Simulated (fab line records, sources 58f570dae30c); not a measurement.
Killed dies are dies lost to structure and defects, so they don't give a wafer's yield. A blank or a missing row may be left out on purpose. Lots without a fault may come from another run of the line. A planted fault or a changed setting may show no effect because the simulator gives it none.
One fault seen from 2 desks | flow berkeley_cmos170 | each desk has only its own numbers; what lay behind them comes last

THE METROLOGY DESK
What the gauges read, lot by lot, whatever tool the lot ran on: means of the sampled wafers that have a number. A lot is out of limits, marked OUT, if its mean lies more than 4 standard deviations from the usual mean; the brackets give that distance.
Columns: A = V1_TEOS_THK at UCB170_V1_THK_MEAS_01, usual 2065 nm; B = cd_nm at UCB170_V1_CD_MEAS_12, usual 700.0 nm
lot  | first seen here | A              | B
L908 | day 8 15:20     | 2073           | 700.1
L909 | day 8 15:38     | 2055           | 700.7
L907 | day 8 15:40     | 2071           | 700.8
L910 | day 8 22:02     | 2065           | 701.5
L914 | day 10 01:43    | 2043           | 700.1
L913 | day 10 01:50    | 2045           | 701.3
L916 | day 10 01:51    | 2086           | 697.6
L921 | day 10 13:09    | 2036           | 699.2
L920 | day 10 13:15    | 2064           | 699.9
L918 | day 10 15:58    | 2325 (+10) OUT | 700.2
L923 | day 10 20:17    | 2612 (+22) OUT | 700.7
L917 | day 10 20:17    | 2053           | 700.4
L924 | day 11 07:58    | 2097           | 699.3
L928 | day 12 07:24    | 2045           | 698.7
This desk's finding: out of limits on L918, L923; first on L918, day 10 15:58 (V1_TEOS_THK at UCB170_V1_THK_MEAS_01). In limits: L908, L909, L907, L910, L914, L913, L916, L921, L920, L917, L924, L928.

THE TOOL OWNER'S DESK: pecvd-01
The tool's own readings at UCB170_V1_CVD_00 (deposits SiO2 from TEOS/O2, target thk 2000 nm, time 258.4 s): means of the sampled wafers that have a number, for each lot that ran on this tool. A lot is out of limits, marked OUT, if its mean lies more than 4 standard deviations from the usual mean; the brackets give that distance.
Columns: A = heater_power_w at UCB170_V1_CVD_00, usual 268 W; B = pressure_mtorr at UCB170_V1_CVD_00, usual 8998 mTorr
lot  | first seen here | A   | B
L908 | day 8 15:10     | 281 | 9003
L909 | day 8 15:29     | 268 | 8989
L913 | day 10 01:40    | 259 | 8972
L921 | day 10 12:59    | 255 | 9009
L918 | day 10 15:47    | 258 | 9012
L923 | day 10 20:08    | 268 | 8992
This desk's finding: nothing out of limits on any of the 6 lots.

PUT TOGETHER
The metrology desk could have raised an alarm at day 10 15:58, on L918, L923.
The tool owner's desk saw nothing out of limits.
The tool owner's desk has L918, L923 on record, within its limits.
Of the lots named, all ran UCB170_V1_CVD_00 on pecvd-01.

WHAT THE SIMULATOR HAD PUT IN
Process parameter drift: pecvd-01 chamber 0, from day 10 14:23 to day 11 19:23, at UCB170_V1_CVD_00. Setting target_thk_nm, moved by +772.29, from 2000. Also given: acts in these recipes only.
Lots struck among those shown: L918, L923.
Hours from the fault's start to each desk's first reading out of limits: the metrology desk, 2.
